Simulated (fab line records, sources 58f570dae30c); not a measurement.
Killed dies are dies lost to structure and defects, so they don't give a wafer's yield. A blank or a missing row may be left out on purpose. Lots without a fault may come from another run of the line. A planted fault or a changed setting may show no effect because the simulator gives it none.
Which tool did it? | flow berkeley_cmos170 | 14 lots, 42 wafers sampled, at 3 steps of a route of 331

WHAT THE GAUGES READ, wafer by wafer
UCB170_NWELL_OVL_MEAS_12.
lot  | measured    | on         | NWELL_OVL (nm)
L401 | day 2 05:53 | overlay-02 | 0 1 -1
L403 | day 2 13:14 | overlay-02 | -2 -1 2
L402 | day 2 13:30 | overlay-02 | 3 6 5
L404 | day 2 18:10 | overlay-02 | 1 -1 3
L405 | day 2 22:56 | overlay-02 | -6 2 5
L406 | day 3 01:50 | overlay-01 | 3 5 6
L407 | day 3 11:25 | overlay-02 | 1 6 4
L409 | day 4 04:02 | overlay-02 | -2 -5 -4
L417 | day 5 18:35 | overlay-01 | 2 5 7
L418 | day 6 03:08 | overlay-01 | 17 8 10
L419 | day 6 08:34 | overlay-02 | 0 3 3
L420 | day 6 08:55 | overlay-02 | 5 4 4
L421 | day 6 13:25 | overlay-02 | -5 -1 -6
L423 | day 6 23:35 | overlay-01 | 3 5 -1

UCB170_ACTIVE_CD_MEAS_90: target cd 1200 nm.
lot  | measured    | on        | cd_nm (nm)
L401 | day 4 00:55 | cd_sem-02 | 1198.5 1199.4 1199.5
L403 | day 4 06:48 | cd_sem-02 | 1199.1 1200.4 1199.1
L402 | day 4 06:31 | cd_sem-01 | 1198.6 1199.5 1199.1
L404 | day 4 14:14 | cd_sem-02 | 1200.4 1200.5 1199.3
L405 | day 4 14:33 | cd_sem-02 | 1198.2 1200.3 1200.3
L406 | day 4 22:18 | cd_sem-02 | 1199.3 1199.3 1200.7
L407 | day 5 08:20 | cd_sem-01 | 1201.8 1202.4 1202.0
L409 | day 6 05:49 | cd_sem-02 | 1199.5 1199.6 1199.3
L417 | day 8 00:44 | cd_sem-01 | 1199.7 1200.7 1200.9
L418 | day 8 08:53 | cd_sem-02 | 1198.9 1200.3 1199.3
L419 | day 8 11:08 | cd_sem-02 | 1199.7 1199.5 1202.1
L420 | day 8 11:01 | cd_sem-02 | 1201.5 1202.0 1199.7
L421 | day 8 18:11 | cd_sem-01 | 1198.0 1200.4 1200.6
L423 | day 9 09:29 | cd_sem-01 | 1198.9 1197.8 1199.3

UCB170_SACOX_THK_MEAS_02.
lot  | measured     | on            | SACOX_OXIDE_THK (nm)
L401 | day 5 00:30  | film_metro-02 | 14.77 14.87 14.43
L403 | day 5 00:32  | film_metro-04 | 14.47 14.46 14.48
L402 | day 5 00:31  | film_metro-03 | 14.24 14.11 14.46
L404 | day 5 09:35  | film_metro-03 | 14.69 14.82 14.34
L405 | day 5 09:36  | film_metro-04 | 14.88 14.81 14.79
L406 | day 5 22:23  | film_metro-03 | 14.25 14.33 14.31
L407 | day 6 07:44  | film_metro-02 | 14.70 14.61 14.64
L409 | day 6 23:36  | film_metro-04 | 14.37 14.17 14.28
L417 | day 8 19:52  | film_metro-03 | 14.67 14.45 14.40
L418 | day 9 06:28  | film_metro-02 | 14.39 14.72 14.70
L419 | day 9 06:28  | film_metro-04 | 14.96 14.98 14.93
L420 | day 9 06:28  | film_metro-03 | 14.68 14.56 14.71
L421 | day 9 17:44  | film_metro-02 | 14.46 14.42 14.47
L423 | day 10 03:47 | film_metro-02 | 15.01 14.97 14.87

WHICH TOOL RAN EACH LOT (tool, then ch and the chambers of the sampled wafers, then the start)
The record holds no process step before these readings.

WHAT THE TOOLS THEMSELVES READ (means of the sampled wafers that have a number; where no wafer has one, the mark that the record gives instead)
The record holds no such reading with a usual standard deviation.

THE ANSWER, worked out from the rows above alone
Rule: what is usual is taken from the lots themselves. Put in order of their means at a reading, lots are off if they are a third of the lots or fewer, leave a main group of 4 or more, and stand apart from it by a gap of 3 or more times the standard deviation of the main group's means; of several such gaps the widest counts. A main group whose means are all the same, to the digits that the tables above print for the reading, isn't used. A lot without any number at a reading at which 4 lots or more have one is off too. The other lots that the step has rows for count as sound. The gauges are gone through in route order, then the tools' own readings, and for those a lot's mean is taken as printed above. The first step at which some lot is off is used, and at that step the reading that is off furthest; a lot without a number counts as furthest.
No lot is off at any reading shown: from this, nothing can be told.

WHAT THE SIMULATOR HAD PUT IN
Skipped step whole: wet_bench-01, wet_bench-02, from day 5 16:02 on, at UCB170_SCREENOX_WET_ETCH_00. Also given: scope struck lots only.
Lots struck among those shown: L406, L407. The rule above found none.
